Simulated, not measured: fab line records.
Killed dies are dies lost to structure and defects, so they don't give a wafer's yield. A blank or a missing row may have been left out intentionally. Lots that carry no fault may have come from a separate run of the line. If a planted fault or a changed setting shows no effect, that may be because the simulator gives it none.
What tool caused it? | flow ritCmos | 13 lots, 39 wafers sampled, at 2 steps of a route of 202

== WHAT THE GAUGES SHOWED, per wafer ==
The record holds no reading of a measuring or inspecting step that can be judged against a usual standard deviation.

== TOOL THAT RAN EACH LOT (tool first, then ch and the chambers of the sampled wafers, then the start) ==
lot  | RIT_FOX2_WET_ETCH_03          | RIT_M1_PROBE_99
L245 | wetBench-03 ch 1, day 2 05:03 | -
L246 | wetBench-04 ch 3, day 2 09:29 | -
L247 | wetBench-04 ch 3, day 2 17:26 | -
L249 | wetBench-04 ch 2, day 3 08:31 | -
L250 | wetBench-04 ch 3, day 3 14:53 | -
L251 | wetBench-03 ch 1, day 3 16:42 | -
L252 | wetBench-03 ch 2, day 3 18:23 | -
L253 | wetBench-04 ch 0, day 3 21:59 | -
L254 | wetBench-04 ch 1, day 4 07:17 | prober-01, day 5 23:56
L257 | wetBench-02 ch 3, day 4 18:03 | -
L262 | wetBench-02 ch 2, day 5 21:13 | -
L263 | wetBench-02 ch 1, day 6 01:04 | -
L264 | wetBench-03 ch 1, day 6 05:25 | -
- RIT_FOX2_WET_ETCH_03: etches Si3N4 in H3PO4, target depth 195 nm, time 2700 s.
- RIT_M1_PROBE_99

== AS READ BY THE TOOLS THEMSELVES (means over the sampled wafers that have a number; for cases with no such wafer, the mark the record gives instead) ==
RIT_FOX2_WET_ETCH_03. Usual: runLengthS 2729 s, standard deviation 4.1; tempC 165.01 C, standard deviation 0.16.
lot  | tool        | runLengthS (s) | tempC (C) | flag
L245 | wetBench-03 | 2732           | 164.90    | 
L246 | wetBench-04 | 2724           | 164.90    | 
L247 | wetBench-04 | 2731           | 165.22    | 
L249 | wetBench-04 | 2725           | 164.92    | 
L250 | wetBench-04 | 2733           | 164.91    | 
L251 | wetBench-03 | 2725           | 165.11    | 
L252 | wetBench-03 | 2733           | 164.84    | 
L253 | wetBench-04 | 2727           | 165.06    | 
L254 | wetBench-04 | 5424           | 165.01    | OFF
L257 | wetBench-02 | 2726           | 165.02    | 
L262 | wetBench-02 | 2731           | 164.96    | 
L263 | wetBench-02 | 2736           | 165.05    | 
L264 | wetBench-03 | 2725           | 165.28    | 

RIT_M1_PROBE_99. Usual: killedAtFrontEnd 6.8, standard deviation 3; killedDies 6.9, standard deviation 3; killedOpen 3.3, standard deviation 1.9; killedShort 3.6, standard deviation 1.9.
lot  | tool      | killedAtFrontEnd | killedDies | killedOpen | killedShort | flag
L254 | prober-01 | 8.3              | 8.3        | 3.7        | 4.7         | 

== THE ANSWER, worked out from the rows above alone ==
Rule: lot off if the mean of its wafers having a number is beyond 3 standard deviations from the usual mean. Also off: a lot with no number at a reading for which 4 or more lots have one. All remaining lots with rows at the step are treated as sound. The gauges are gone through in route order, then the tools' own readings, and for those a lot's mean is taken as printed above. At the first step where some lot is off, the reading lying furthest off is the one used; lots without a number count as furthest.
Off, at RIT_FOX2_WET_ETCH_03 on runLengthS: L254.
A tool fits if, at that step or a process step before it, it ran every lot that is off, and no sound lot after the first of them. One fits: RIT_FOX2_WET_ETCH_03 on wetBench-04. Its last sound lot is L253 (day 3 21:59), its first lot that is off L254 (day 4 07:17): a fault that began between those two fits.
On the lots that are off, the tool's own readings at RIT_FOX2_WET_ETCH_03 differ by more than 5 times the standard deviation of the sound lots' means, which bears it out; runLengthS reads 5424 s there versus 2729 s on the sound lots.

== WHAT THE SIMULATOR HAD PUT IN ==
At RIT_FOX2_WET_ETCH_03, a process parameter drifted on wetBench-04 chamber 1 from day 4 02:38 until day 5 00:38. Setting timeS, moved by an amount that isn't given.
Lots struck among those shown: L254. Same finding as the rule above.
